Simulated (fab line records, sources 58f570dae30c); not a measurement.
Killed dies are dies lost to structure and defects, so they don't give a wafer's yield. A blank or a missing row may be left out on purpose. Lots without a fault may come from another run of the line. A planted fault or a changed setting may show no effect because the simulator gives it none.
Chamber matching | flow berkeley_cmos170 | UCB170_V1_ETCH_14 on rie_diel-02: 4 sister chambers
The step etches SiO2 in CHF3/CF4/Ar, stops on Al, target depth 1250 nm, time 291 s. 4 wafers are shown with their chamber, then 7 later ones without.

WAFERS WITH THEIR CHAMBER
wafer  | chamber | throttle_valve_pct (%)
L928.5 | 3       | 6.77
L932.6 | 0       | 7.07
L945.1 | 2       | 7.02
L945.2 | 1       | 7.17

WAFERS WITHOUT THEIR CHAMBER
wafer  | throttle_valve_pct (%)
L945.6 | 7.08
L946.2 | 7.05
L946.4 | 7.19
L946.5 | 7.08
L949.1 | 7.05
L949.2 | 6.79
L949.5 | 6.77

WHICH CHAMBER EACH WENT THROUGH
wafer  | from the rows above     | in truth
L945.6 | 0                       | 0
L946.2 | can't be placed: 0 or 2 | 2
L946.4 | 1                       | 1
L946.5 | 0                       | 0
L949.1 | can't be placed: 0 or 2 | 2
L949.2 | 3                       | 3
L949.5 | 3                       | 3
Placed correctly: 5 of 7. Can't be placed from these rows: 2 (the true chamber is among the candidates in 2). Placed wrongly: 0.
How it was worked out, from the rows above alone: a wafer's distance from a chamber is the root of the sum, over the readings, of the square of ((its reading less the chamber's mean) divided by the reading's scatter). The wafer belongs to the nearest chamber; if the next one is less than 2 further off, it can't be placed. A chamber's mean is the mean of its shown wafers. The scatter: with one shown wafer a chamber, the root of the mean of the squares of how far each hidden wafer lies from its nearest shown one.
